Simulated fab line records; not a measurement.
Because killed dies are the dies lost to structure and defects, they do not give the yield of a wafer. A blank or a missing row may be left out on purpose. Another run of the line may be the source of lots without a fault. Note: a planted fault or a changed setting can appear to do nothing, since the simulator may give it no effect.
A lot that was struck, set against a sound lot / flow rit cmos / 15 out of 202 route steps
Sound: wafers L205.1, L205.2, L205.6. Struck: wafer L214.6. (L214.4, L214.5 of the same lot were not struck and are left out.) The cause comes at the end.
At each step with rows: each side's tool, then ch and its chambers, then its first start. Under that, the readings that differ: sound wafers / struck wafers / difference of the means / sigmas: that difference in standard deviations of wafers without a fault.
alike: a reading whose means differ by less than 2 such deviations, as well as words and numbers matching on both sides. not compared: withheld readings; readings where some wafer has no value; bounds like >300 that might hide an equal value; numbers whose values overlap and for which the record gives no deviation.
The two part at a step that has a row with sigmas, a row that says differs or no value, or rows on one side only. Numbers that have no deviation but don't overlap get no sigmas and don't part them. A reading that every wafer of one side lacks parts them only if that side has two wafers or more.

first, 1 step without rows for these wafers: RIT_ACTIVE_OXIDATION_01 (target thk 46.8 nm, ox time 3360 s).
RIT_ACTIVE_THK_MEAS_02:
  sound: film metro-02 at day 2 13:03; struck: film metro-04 at day 4 12:50
  alike: ACTIVE_OXIDE_THK
then, 1 step without rows for these wafers: RIT_ACTIVE_CVD_03 (deposits Si3N4 from SiH2Cl2/NH3, target thk 150 nm, time 1500 s).
RIT_ACTIVE_THK_MEAS_04:
  sound: film metro-01 at day 2 14:32; struck: film metro-02 at day 4 14:19
reading=ACTIVE_NITRIDE_THK (nm); sound=149.4 149.2 148.3; struck=151.9; difference=+2.9; sigmas=+2
then, 6 steps without rows for these wafers: RIT_ACTIVE_HMDS_05 (prime time 60 s); RIT_ACTIVE_COAT_06 (resist thk 1000 nm); RIT_ACTIVE_SOFTBAKE_07 (time 60 s); RIT_ACTIVE_EXPOSE_08 (exposes mask M1, target cd 1400 nm); RIT_ACTIVE_PEB_09; RIT_ACTIVE_DEVELOP_10 (develop time 50 s).
RIT_ACTIVE_CD_MEAS_11: the cd target is 1400 nm.
  sound: cd sem-02 at day 2 15:34; struck: cd sem-01 at day 4 15:23
  alike: cd nm
then, 1 step without rows for these wafers: RIT_ACTIVE_HARDBAKE_12 (time 60 s).
RIT_ACTIVE_ETCH_13: etches Si3N4 in SF6, stops on SiO2, time 210 s, target depth 210 nm.
  sound on rie diel-04 ch 0,1, day 2 15:50; struck on rie diel-02 ch 1, day 4 15:35
reading=oes product au (a.u.); sound=0.839 0.828 0.828; struck=0.948; difference=+0.116; sigmas=+8
reading=run length s (s); sound=238.2 238.0 238.4; struck=212.7; difference=-25.5; sigmas=-59
reading=throttle valve pct (%); sound=7.57 7.61 7.57; struck=7.34; difference=-0.24; sigmas=-3
reading=model.NOVOLAK_of_ACTIVE_COAT_06.thk nm (nm); sound=654.4 653.4 656.8; struck=702; difference=+47; sigmas=
  alike: SF6_flow_sccm, drypump motor current A
  not compared: rf hours counter h
RIT_ACTIVE_STRIP_14: strips in O2, time 180 s.
  sound on plasma asher-04 ch 0,1, day 2 15:58; struck on plasma asher-04 ch 1, day 4 15:47
  alike: drypump motor current A
  not compared: rf hours counter h
RIT_M1_PROBE_99:
  sound: prober-02 at day 4 14:26; struck: prober-02 at day 6 14:41
  alike: killed at contacts, killed at front end, killed dies, killed open, killed short

WHERE THEY PART
Last at RIT_ACTIVE_ETCH_13 as far as this record goes, first at RIT_ACTIVE_THK_MEAS_04. Later steps at which nothing parts them and some readings are alike: RIT_ACTIVE_STRIP_14, RIT_M1_PROBE_99.

WHY: what had been put in by the simulator
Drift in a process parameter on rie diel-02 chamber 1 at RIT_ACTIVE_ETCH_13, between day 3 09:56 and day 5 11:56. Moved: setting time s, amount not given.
